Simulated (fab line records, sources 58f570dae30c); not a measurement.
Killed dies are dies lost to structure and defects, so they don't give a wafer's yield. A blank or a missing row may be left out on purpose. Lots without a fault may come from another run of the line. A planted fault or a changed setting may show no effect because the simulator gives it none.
Split-lot experiment | flow berkeley_cmos170 | 5 lots, 23 wafers read, on a route of 331 steps

THE SPLIT
At UCB170_M2_SPUTTER_01 (material Al, target thk 900 nm, time 120 s), the setting chamber_pressure_pa was moved away from the recipe's 0.5 Pa on 20 of the 23 wafers read, by -13.3% to +14.6%. The other wafers ran this setting at the recipe's value.

The reading is taken at the split's own step.

THE READING
Al_of_M2_SPUTTER_01.thk_nm (the simulator's own value, which no gauge read), in nm, at UCB170_M2_SPUTTER_01 (material Al, target thk 900 nm, time 120 s). The file gives no usual value for it. The 3 wafers here that ran the recipe average 890.0 nm, standard deviation 2.2 nm.

wafer  | tool, chamber at the split | chamber_pressure_pa as run, Pa | against the recipe | Al_of_M2_SPUTTER_01.thk_nm, nm | against lot-mates on the recipe
L074.1 | pvd_sputter-02, -          | 0.5658                         | +13.2%             | 853.2                          | no lot-mate on the recipe
L074.2 | pvd_sputter-02, -          | 0.5658                         | +13.2%             | 867.1                          | no lot-mate on the recipe
L074.4 | pvd_sputter-02, -          | 0.5658                         | +13.2%             | 852.8                          | no lot-mate on the recipe
L074.5 | pvd_sputter-02, -          | 0.5658                         | +13.2%             | 865                            | no lot-mate on the recipe
L074.6 | pvd_sputter-02, -          | 0.5658                         | +13.2%             | 865.3                          | no lot-mate on the recipe
L075.2 | pvd_sputter-01, -          | 0.5453                         | +9.1%              | 897.1                          | no lot-mate on the recipe
L075.3 | pvd_sputter-01, -          | 0.5453                         | +9.1%              | 885.7                          | no lot-mate on the recipe
L075.4 | pvd_sputter-01, -          | 0.5453                         | +9.1%              | 893.8                          | no lot-mate on the recipe
L075.5 | pvd_sputter-01, -          | 0.5453                         | +9.1%              | 895.3                          | no lot-mate on the recipe
L075.6 | pvd_sputter-01, -          | 0.5453                         | +9.1%              | 881.9                          | no lot-mate on the recipe
L077.1 | pvd_sputter-03, -          | 0.4334                         | -13.3%             | 940.8                          | no lot-mate on the recipe
L077.2 | pvd_sputter-03, -          | 0.4334                         | -13.3%             | 933.5                          | no lot-mate on the recipe
L077.3 | pvd_sputter-03, -          | 0.4334                         | -13.3%             | 946.1                          | no lot-mate on the recipe
L077.4 | pvd_sputter-03, -          | 0.4334                         | -13.3%             | 949.4                          | no lot-mate on the recipe
L077.6 | pvd_sputter-03, -          | 0.4334                         | -13.3%             | 943.4                          | no lot-mate on the recipe
L079.2 | pvd_sputter-02, -          | 0.5                            | recipe             | 887.8                          | -
L079.3 | pvd_sputter-02, -          | 0.5                            | recipe             | 893                            | -
L079.5 | pvd_sputter-02, -          | 0.5                            | recipe             | 889.2                          | -
L084.1 | pvd_sputter-01, -          | 0.5731                         | +14.6%             | 870                            | no lot-mate on the recipe
L084.2 | pvd_sputter-01, -          | 0.5731                         | +14.6%             | 849.7                          | no lot-mate on the recipe
L084.3 | pvd_sputter-01, -          | 0.5731                         | +14.6%             | 860.1                          | no lot-mate on the recipe
L084.4 | pvd_sputter-01, -          | 0.5731                         | +14.6%             | 856.2                          | no lot-mate on the recipe
L084.5 | pvd_sputter-01, -          | 0.5731                         | +14.6%             | 847.7                          | no lot-mate on the recipe

THE FIT
A straight line over all 23 wafers: Al_of_M2_SPUTTER_01.thk_nm changes by -2.89 nm for each +1% of chamber_pressure_pa; r = -0.95; the points scatter about the line by 11 nm.
Too few moved wafers have a lot-mate on the recipe to fit a line with each lot's own level taken away.

THE FILE'S OWN FIT
Al_of_M2_SPUTTER_01.thk_nm changes by -2.89 nm for each +1% of chamber_pressure_pa, r = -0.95.
